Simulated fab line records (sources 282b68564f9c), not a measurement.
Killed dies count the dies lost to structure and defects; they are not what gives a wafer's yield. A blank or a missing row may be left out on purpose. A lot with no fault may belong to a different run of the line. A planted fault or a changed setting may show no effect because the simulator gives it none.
Problem report in the 8D (eight disciplines) form, filled by code -- flow rit_cmos -- the parts of the form that need people (team, actions taken, sign-off) are left out

== 1. THE ISSUE ==
Mean of heater_power_total_W at RIT_ACTIVE_SOFTBAKE_07: 35.30 W across 9 wafers in 3 lots; on wafers with no fault it is 34.56 W (standard deviation 0.048). Relative to the usual mean, that is a shift of +15 standard deviations.
The step: time 60 s.
First observed at day 4 07:35: wafer L641.4, on litho_track-01. The record has a number at this step for 45 wafers belonging to 15 lots. Rule for "out", or "out of limits": more than 4 standard deviations from the usual mean. The other wafers with a number count as sound.

== 2. WHAT IT IS, AND WHAT IT ISN'T ==
question,is,is not
which readings at this step,"heater_power_total_W, plate_temp_C",-
which lots,"L641, L644, L645","L628, L630, L631, L634, L635, L636, L637, L639, L640, L643, L650, L651"
which wafers of those lots,all that have a number,-
read on which tools,litho_track-01,"litho_track-03, litho_track-04"
when,from day 4 07:35,"up to then (27 sound wafers); but 9 sound wafers of L643, L650, L651 came after"

== 3. SUSPECTS, AND WHAT RULES EACH OUT ==
Counting: a tool at any process step up to the reading remains a suspect when it ran all the lots that are out and ran no sound lot after the first of those.
- litho_track-01 at RIT_ACTIVE_SOFTBAKE_07 (time 60 s): kept. It processed each lot that is out, first L641 at day 4 07:35, and no sound lot thereafter; up to then, the last sound lot it processed was L640 at day 4 03:00. Out on those wafers are its own readings of heater_power_total_W, plate_temp_C.
Left after counting: litho_track-01 at RIT_ACTIVE_SOFTBAKE_07.

== 4. THE CAUSE (what the simulator had put in) ==
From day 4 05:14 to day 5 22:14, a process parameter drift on litho_track-01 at RIT_ACTIVE_SOFTBAKE_07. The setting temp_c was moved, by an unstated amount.
Only this tool survived the counting.

== 5. SEQUENCE OF EFFECTS, ordered by route ==
Rows list readings where the struck wafers' mean (over those with a number) sits beyond 3 standard deviations from the usual. Scope: only readings with a usual standard deviation given in the record; hours: median across lots of the time from each lot's start at the first step in this table that gives one to its start at this step; sigmas: change in usual standard deviations.
hours,step,reading,usual,on struck wafers,change,sigmas
0,RIT_ACTIVE_SOFTBAKE_07,heater_power_total_W,34.56 W,35.30,+0.74,+15
0,RIT_ACTIVE_SOFTBAKE_07,plate_temp_C,90.00 C,91.29,+1.29,+11
It contains these process steps:
- RIT_ACTIVE_SOFTBAKE_07: time 60 s.
Later steps that measure or inspect, where all struck wafers having a row at the step show a number for every such reading and not one has moved that far: RIT_FOX1_THK_MEAS_01, RIT_PRETRO_OVL_MEAS_06, RIT_CONTACT_THK_MEAS_01.

== 6. WHAT WOULD HAVE CAUGHT IT SOONER ==
In this record no reading fell out of limits until day 4 07:35, 2 hours after the fault had begun at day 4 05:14.
